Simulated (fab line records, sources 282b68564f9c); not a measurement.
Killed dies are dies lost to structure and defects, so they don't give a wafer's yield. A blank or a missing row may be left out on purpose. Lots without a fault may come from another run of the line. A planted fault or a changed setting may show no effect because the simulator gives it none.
Chamber matching | flow rit_cmos | RIT_GATE_ETCH_19 on rie_si-01: 4 sister chambers
The step etches poly-Si in SF6/CHF3/O2, stops on SiO2, time 165 s, target depth 312.5 nm. 8 wafers are shown with their chamber, then 9 later ones without.

WAFERS WITH THEIR CHAMBER
wafer  | chamber | throttle_valve_pct (%) | drypump_motor_current_A (A)
L523.6 | 1       | 10.30                  | 5.55
L529.2 | 3       | 9.92                   | 5.18
L531.3 | 3       | 9.92                   | 5.24
L531.4 | 0       | 10.46                  | 5.55
L531.5 | 0       | 10.46                  | 5.56
L535.2 | 2       | 10.22                  | 5.15
L535.4 | 1       | 10.29                  | 5.53
L535.6 | 2       | 10.21                  | 5.15

WAFERS WITHOUT THEIR CHAMBER
wafer  | throttle_valve_pct (%) | drypump_motor_current_A (A)
L537.1 | 9.91                   | 5.24
L537.2 | 10.23                  | 5.15
L537.3 | 10.47                  | 5.55
L541.2 | 9.92                   | 5.23
L541.3 | 10.48                  | 5.52
L541.6 | 10.23                  | 5.13
L542.2 | 10.28                  | 5.55
L542.4 | 10.23                  | 5.15
L542.5 | 10.29                  | 5.53

WHICH CHAMBER EACH WENT THROUGH
wafer  | from the rows above | in truth
L537.1 | 3                   | 3
L537.2 | 2                   | 2
L537.3 | 0                   | 0
L541.2 | 3                   | 3
L541.3 | 0                   | 0
L541.6 | 2                   | 2
L542.2 | 1                   | 1
L542.4 | 2                   | 2
L542.5 | 1                   | 1
Placed correctly: 9 of 9. Can't be placed from these rows: 0. Placed wrongly: 0.
How it was worked out, from the rows above alone: a wafer's distance from a chamber is the root of the sum, over the readings, of the square of ((its reading less the chamber's mean) divided by the reading's scatter). The wafer belongs to the nearest chamber; if the next one is less than 2 further off, it can't be placed. A chamber's mean is the mean of its shown wafers. The scatter: the root of (the sum of the squares of (reading less its chamber's mean) over the shown wafers, divided by (wafers less chambers)).
